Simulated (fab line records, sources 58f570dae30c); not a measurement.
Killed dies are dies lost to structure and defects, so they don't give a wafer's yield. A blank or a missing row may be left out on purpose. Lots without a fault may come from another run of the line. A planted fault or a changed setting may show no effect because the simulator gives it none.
Split-lot experiment | flow berkeley_cmos170 | 5 lots, 23 wafers read, on a route of 331 steps

THE SPLIT
At UCB170_NWELL_COAT_07 (resist thk 900 nm), the setting spin_rpm was moved away from the recipe's 1500 rpm on 9 of the 23 wafers read, by +4.0% to +7.1%. The other wafers ran this setting at the recipe's value.

The file shows no step between the split and the reading.

THE READING
KrF_of_NWELL_COAT_07.thk_nm (the simulator's own value, which no gauge read), in nm, at UCB170_NWELL_ETCH_13 (etches Si3N4 in CH3F/Ar/O2, stops on SiO2, target depth 246.4 nm, time 154 s). The file gives no usual value for it. The 14 wafers here that ran the recipe average 725.0 nm, standard deviation 5.7 nm.

wafer  | tool, chamber at the split | spin_rpm as run, rpm | against the recipe | KrF_of_NWELL_COAT_07.thk_nm, nm | against lot-mates on the recipe
L076.1 | litho_track-01, 0          | 1560                 | +4.0%              | 704.6                           | -15.2
L076.2 | litho_track-01, 0          | 1560                 | +4.0%              | 703.4                           | -16.5
L076.3 | litho_track-01, 0          | 1560                 | +4.0%              | 706.3                           | -13.6
L076.4 | litho_track-01, 0          | 1500                 | recipe             | 716.5                           | -
L076.5 | litho_track-01, 0          | 1500                 | recipe             | 723.2                           | -
L078.1 | litho_track-01, 0          | 1500                 | recipe             | 732.1                           | -
L078.4 | litho_track-01, 0          | 1500                 | recipe             | 731                             | -
L078.6 | litho_track-01, 0          | 1500                 | recipe             | 732.6                           | -
L081.1 | litho_track-01, 0          | 1607                 | +7.1%              | 691.8                           | -33.3
L081.2 | litho_track-01, 0          | 1500                 | recipe             | 725.7                           | -
L081.3 | litho_track-01, 0          | 1500                 | recipe             | 726                             | -
L081.5 | litho_track-01, 0          | 1500                 | recipe             | 723.6                           | -
L081.6 | litho_track-01, 0          | 1607                 | +7.1%              | 693.7                           | -31.4
L084.1 | litho_track-04, 0          | 1607                 | +7.1%              | 700.4                           | -22.9
L084.2 | litho_track-04, 0          | 1500                 | recipe             | 732.7                           | -
L084.3 | litho_track-04, 0          | 1500                 | recipe             | 719.2                           | -
L084.5 | litho_track-04, 0          | 1607                 | +7.1%              | 705.1                           | -18.2
L084.6 | litho_track-04, 0          | 1500                 | recipe             | 718.1                           | -
L085.2 | litho_track-04, 0          | 1500                 | recipe             | 726.3                           | -
L085.3 | litho_track-04, 0          | 1500                 | recipe             | 716.1                           | -
L085.4 | litho_track-04, 0          | 1574                 | +4.9%              | 704.5                           | -18.5
L085.5 | litho_track-04, 0          | 1500                 | recipe             | 726.6                           | -
L085.6 | litho_track-04, 0          | 1574                 | +4.9%              | 695                             | -28.0

THE FIT
A straight line over all 23 wafers: KrF_of_NWELL_COAT_07.thk_nm changes by -4.14 nm for each +1% of spin_rpm; r = -0.91; the points scatter about the line by 5.8 nm.
The same after taking each lot's own level away (the mean of its wafers on the recipe; 23 wafers): -3.86 nm for each +1%; r = -0.93; scatter 4.7 nm.
On that fit, the largest move of spin_rpm shifts the reading by 28 nm.
The lots' own levels span 719.85 to 731.90 nm, that is 2.1 times the standard deviation above.
So the lot-to-lot level changes the slope little: the two slopes agree.
Check: with one of the wafers moved furthest among these (+7.1%) left out of the fit, the line predicts -26.5 nm for it against its lot-mates. It came out at -33.3 nm against them.

THE WHOLE CHAIN: every reading that the file lists as answering this split, in the file's order
step                  | what it does                                                                 | reading                                                                      | change (the file's fit)              | r (the file's)
UCB170_NWELL_COAT_07  | resist thk 900 nm                                                            | KrF_of_NWELL_COAT_07.thk_nm (the simulator's own value, which no gauge read) | -4.24 nm for each +1% of the setting | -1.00
UCB170_NWELL_ETCH_13  | etches Si3N4 in CH3F/Ar/O2, stops on SiO2, target depth 246.4 nm, time 154 s | KrF_of_NWELL_COAT_07.thk_nm (the simulator's own value, which no gauge read) | -3.89 nm for each +1% of the setting | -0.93
UCB170_NWELL_STRIP_15 | strips in O2                                                                 | strip_time_to_endpoint_s                                                     | withheld for each +1% of the setting | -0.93

THE FILE'S OWN FIT
KrF_of_NWELL_COAT_07.thk_nm changes by -3.89 nm for each +1% of spin_rpm, r = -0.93.
